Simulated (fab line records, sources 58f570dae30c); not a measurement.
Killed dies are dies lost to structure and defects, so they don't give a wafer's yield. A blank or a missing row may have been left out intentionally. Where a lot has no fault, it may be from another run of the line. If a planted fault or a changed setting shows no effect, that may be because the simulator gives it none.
Matching of chambers -- flow berkeleyCmos170 -- rieDiel-02 running UCB170_SPACER_ETCHBACK_03: 4 sister chambers
The step etches SiO2 in CHF3/CF4/Ar, stops on Si, target depth 376 nm, time 100 s. 4 wafers are shown with their chamber, then 7 later ones without.

== WAFERS WITH THEIR CHAMBER ==
wafer,chamber,throttleValvePct (%)
L878.6,3,6.53
L880.1,0,6.34
L888.2,1,6.50
L890.2,2,6.47

== WAFERS WITH NO CHAMBER GIVEN ==
wafer,throttleValvePct (%)
L890.5,6.49
L893.2,6.34
L893.3,6.53
L893.5,6.47
L894.1,6.33
L894.2,6.45
L894.4,6.50

== EACH ONE'S CHAMBER ==
wafer,from the rows above,in truth
L890.5,can't be placed: 1 or 2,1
L893.2,0,0
L893.3,3,3
L893.5,2,2
L894.1,0,0
L894.2,2,2
L894.4,1,1
6 of 7 placed correctly. These rows do not allow placing 1 (true chamber among the candidates in 1). 0 placed wrongly.
How it was worked out, from the rows above alone: a wafer's distance from a chamber is the root of the sum, over the readings, of the square of ((its reading less the chamber's mean) divided by the reading's scatter). The wafer belongs to the nearest chamber; if the next one is less than 2 further off, it can't be placed. For every chamber, the mean is computed from those of its wafers that are shown. The scatter (one wafer shown for each chamber): square how far every hidden wafer sits from the nearest shown wafer, average those squares and take the square root.
